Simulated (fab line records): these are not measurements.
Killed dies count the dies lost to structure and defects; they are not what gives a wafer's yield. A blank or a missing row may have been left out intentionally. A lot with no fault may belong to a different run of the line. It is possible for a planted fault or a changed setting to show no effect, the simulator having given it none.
Which of the tools did it?	flow rit_cmos	at 1 step of a route of 202, 6 lots with 18 wafers sampled

## WHAT THE GAUGES READ, wafer by wafer
RIT_PLDD_OVL_MEAS_06.
lot	measured	on	PLDD_OVL (nm)
L522	day 3 14:39	overlay-01	0.5 -0.7 -0.1
L524	day 4 02:59	overlay-02	1.8 1.2 2.7
L526	day 4 08:15	overlay-02	2.7 3.2 1.9
L528	day 4 22:05	overlay-02	3.2 2.4 3.9
L536	day 6 14:46	overlay-01	-0.1 -0.1 -0.3
L540	day 7 07:00	overlay-02	1.3 1.4 0.6

## WHICH TOOL RAN EACH LOT (tool, then ch and the chambers of the sampled wafers, then the start)
The record holds no process step before these readings.

## THE ANSWER, worked out from the rows above alone
Rule: what is usual is taken from the lots themselves. The widest of any qualifying gaps counts: lots, ordered by their means at a reading, are off when they make up no more than a third of the lots, leave a main group of 4 or more, and stand apart from it by 3 or more times the standard deviation of that group's means. The tables above print the reading to a certain number of digits; a main group whose means all agree to those digits is not used. Also off: a lot with no number at a reading for which 4 or more lots have one. All remaining lots with rows at the step are treated as sound.
Across all readings shown, no lot is off: no conclusion can be drawn from this.

## WHAT HAD BEEN PUT IN BY THE SIMULATOR
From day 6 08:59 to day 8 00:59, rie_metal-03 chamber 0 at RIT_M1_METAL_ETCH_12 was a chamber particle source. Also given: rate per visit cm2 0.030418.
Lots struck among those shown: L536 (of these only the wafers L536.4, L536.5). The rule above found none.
